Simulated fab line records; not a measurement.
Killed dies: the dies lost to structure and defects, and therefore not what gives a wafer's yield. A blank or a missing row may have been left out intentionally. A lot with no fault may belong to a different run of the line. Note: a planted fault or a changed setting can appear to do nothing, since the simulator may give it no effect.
Check of tool commonality -- flow berkeleyCmos170 -- 13 lots, 39 wafers sampled

## REASON IT WAS OPENED
At UCB170_ACTIVE_CD_MEAS_13 the reading cdNm is flagged on 1 of 13 lots. No-fault wafers: 1200.1 nm, standard deviation 1.2.
Rule: a lot gets a flag if all its wafers with a number sit over 4 standard deviations from that mean, or if no wafer of it has a number. The rest of the lots are taken to be sound.

lot,measured,on,"cdNm (nm), wafer by wafer",flag
L441,day 4 01:35,cdSem-02,1201.5 1201.2 1200.5,
L442,day 4 12:46,cdSem-01,1201.1 1200.1 1201.3,
L443,day 4 18:33,cdSem-02,1200.1 1199.2 1201.4,
L444,day 5 04:52,cdSem-02,1200.7 1200.2 1199.2,
L445,day 5 04:58,cdSem-01,1198.9 1198.3 1198.5,
L446,day 5 12:43,cdSem-02,1200.0 1201.1 1201.7,
L447,day 5 22:17,cdSem-02,1199.0 1201.1 1200.0,
L448,day 5 22:39,cdSem-02,1200.9 1200.0 1198.4,
L452,day 6 19:08,cdSem-01,1200.9 1198.8 1200.6,
L454,day 7 07:59,cdSem-02,1198.8 1198.4 1198.3,
L455,day 7 16:29,cdSem-01,1285.5 1284.4 1285.1,FLAGGED
L456,day 7 19:32,cdSem-01,1202.0 1202.4 1200.9,
L463,day 9 10:26,cdSem-01,1200.2 1200.6 1200.0,
The numbers of the flagged lots are 1285.0 nm on average: +84.9 nm against the usual, or +71 standard deviations.

## EACH LOT AND THE TOOL IT RAN ON
The record holds 1 process step before the reading, out of a route of 331 steps. Each cell gives the tool, then ch followed by the chambers the sampled wafers passed through, then the start.
lot,flag,UCB170_ACTIVE_EXPOSE_10
L441,,"krfScanner-01 ch 0, day 4 00:20"
L442,,"krfScanner-02 ch 0, day 4 11:45"
L443,,"krfScanner-01 ch 0, day 4 18:10"
L444,,"krfScanner-01 ch 0, day 5 03:55"
L445,,"krfScanner-01 ch 0, day 5 04:19"
L446,,"krfScanner-02 ch 0, day 5 12:20"
L447,,"krfScanner-02 ch 0, day 5 21:54"
L448,,"krfScanner-01 ch 0, day 5 22:16"
L452,,"krfScanner-01 ch 0, day 6 18:44"
L454,,"krfScanner-02 ch 0, day 7 07:36"
L455,FLAGGED,"krfScanner-02 ch 0, day 7 16:06"
L456,,"krfScanner-01 ch 0, day 7 19:08"
L463,,"krfScanner-02 ch 0, day 9 09:55"
These steps, and what they do:
- UCB170_ACTIVE_EXPOSE_10: exposes mask ACTIVE, target cd 1200 nm.
- UCB170_ACTIVE_CD_MEAS_13: target cd 1200 nm.

## FLAGGED AGAINST TOTAL, ONE TOOL AT A TIME (gauges that did the reading follow at the end)
step,tool,lots run,flagged,share of the flagged lots,sound lots run after its first flagged lot
UCB170_ACTIVE_EXPOSE_10,krfScanner-01,7,0,none,-
UCB170_ACTIVE_EXPOSE_10,krfScanner-02,6,1,all,1 (L463)
UCB170_ACTIVE_CD_MEAS_13,cdSem-01,6,1,all,"2 (L456,L463)"
UCB170_ACTIVE_CD_MEAS_13,cdSem-02,7,0,none,-

## THE TABLE: WHAT IT ALLOWS
Table rows that saw every flagged lot: 2, namely krfScanner-02 at UCB170_ACTIVE_EXPOSE_10 and cdSem-01 at UCB170_ACTIVE_CD_MEAS_13.
- krfScanner-02 at UCB170_ACTIVE_EXPOSE_10: 1 of its 6 lots flagged. Sound lots followed the first flagged one (L463) on it, something a lasting fault affecting the whole tool could not allow.
- cdSem-01 at UCB170_ACTIVE_CD_MEAS_13: 1 of its 6 lots flagged. Sound lots followed the first flagged one (L456, L463) on it, something a lasting fault affecting the whole tool could not allow.
Every row of the table either missed a flagged lot or ran a sound lot after the first.

## WHAT WAS PUT IN BY THE SIMULATOR
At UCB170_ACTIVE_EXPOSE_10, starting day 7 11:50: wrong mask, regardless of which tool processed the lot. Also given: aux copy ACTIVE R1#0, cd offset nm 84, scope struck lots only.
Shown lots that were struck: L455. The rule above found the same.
